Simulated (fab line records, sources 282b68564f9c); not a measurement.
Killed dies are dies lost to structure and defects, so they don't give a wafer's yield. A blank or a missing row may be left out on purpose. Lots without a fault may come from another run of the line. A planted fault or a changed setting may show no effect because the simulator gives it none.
A struck lot beside a sound one | flow rit_cmos | 15 steps out of a route of 202
Sound: wafers L457.3, L457.4, L457.5. Struck: wafers L464.2, L464.4, L464.6. The cause comes at the end.
At each step with rows: each side's tool, then ch and its chambers, then its first start. Under that, the readings that differ: sound wafers | struck wafers | difference of the means | sigmas: that difference in standard deviations of wafers without a fault.
alike: readings whose means differ by less than 2 such deviations, and words and numbers that are the same on both sides. not compared: withheld readings, readings that some wafer has no value for, bounds like >300 that may hide the same value, and numbers for which the record gives no deviation and whose values overlap.
The two part at a step that has a row with sigmas, a row that says differs or no value, or rows on one side only. Numbers that don't overlap but have no deviation are shown without sigmas and don't part them. A reading that every wafer of one side lacks parts them only if that side has two wafers or more.

RIT_CONTACT_CVD_00: deposits SiO2 from TEOS, target thk 400 nm, time 61 s.
  sound on pecvd-03 ch 1,2, day 5 09:02; struck on pecvd-03 ch 0,1, day 6 22:09
  alike: heater_power_w
RIT_CONTACT_THK_MEAS_01:
  sound on film_metro-03, day 5 09:07; struck on film_metro-01, day 6 22:13
  alike: CONTACT_TEOS_THK
then, 6 steps without rows for these wafers: RIT_CONTACT_HMDS_02 (prime time 60 s); RIT_CONTACT_COAT_03 (resist thk 1000 nm); RIT_CONTACT_SOFTBAKE_04 (time 60 s); RIT_CONTACT_EXPOSE_05 (exposes mask M11, target cd 1000 nm); RIT_CONTACT_PEB_06; RIT_CONTACT_DEVELOP_07 (develop time 123 s).
RIT_CONTACT_CD_MEAS_08: target cd 1000 nm.
  sound on cd_sem-02, day 5 10:23; struck on cd_sem-01, day 6 23:22
  alike: cd_nm
RIT_CONTACT_OVL_MEAS_09:
  sound on overlay-01, day 5 10:29; struck on overlay-02, day 6 23:28
  alike: CONTACT_OVL
then, 1 step without rows for these wafers: RIT_CONTACT_HARDBAKE_10 (time 60 s).
RIT_CONTACT_ETCH_11: etches SiO2 in CHF3/CF4/Ar, stops on TiSi2, target depth 480 nm, time 320 s.
  sound on rie_diel-02 ch 0,3, day 5 10:39; struck on rie_diel-04 ch 0,2, day 6 23:44
  alike: drypump_motor_current_A, oes_product_au, throttle_valve_pct
  not compared: rf_hours_counter_h
RIT_CONTACT_STRIP_12: strips in O2, time 180 s.
  sound on plasma_asher-02 ch 0,1, day 5 10:55; struck on plasma_asher-01 ch 0,1, day 6 23:56
  no value came back on the struck wafers for chamber_pressure_mTorr (mTorr), drypump_motor_current_A (A), o2_flow_sccm (sccm); on the sound wafers chamber_pressure_mTorr (mTorr) reads 3994 3998 4004
  reading                                      | sound | struck            | difference | sigmas
  model.NOVOLAK_of_CONTACT_COAT_03.thk_nm (nm) | 0 0 0 | 763.4 767.8 769.4 | +766.9     |
  not compared: rf_hours_counter_h
RIT_CONTACT_CD_MEAS_90: target cd 1000 nm.
  sound on cd_sem-01, day 5 11:04; struck on cd_sem-01, day 7 00:08
  alike: cd_nm
RIT_M1_PROBE_99:
  sound on prober-02, day 5 15:37; struck on prober-01, day 7 05:46
  reading            | sound | struck                                                               | difference                   | sigmas
  hold               | - - - | await_dispo/2.0h/scrap await_dispo/2.0h/scrap await_dispo/2.0h/scrap | no value on the sound wafers |
  killed_at_M0_to_M3 | 0 0 0 | 260 253 260                                                          | +258                         | +99 or more
  killed_dies        | 3 4 8 | 264 264 264                                                          | +259                         | +92
  killed_on_rim      | 1 2 0 | 70 70 70                                                             | +69                          | +58
  alike: killed_at_front_end, killed_open, killed_short

WHERE THEY PART
First at RIT_CONTACT_STRIP_12; last, within this record, at RIT_M1_PROBE_99.

WHY: what the simulator had put in
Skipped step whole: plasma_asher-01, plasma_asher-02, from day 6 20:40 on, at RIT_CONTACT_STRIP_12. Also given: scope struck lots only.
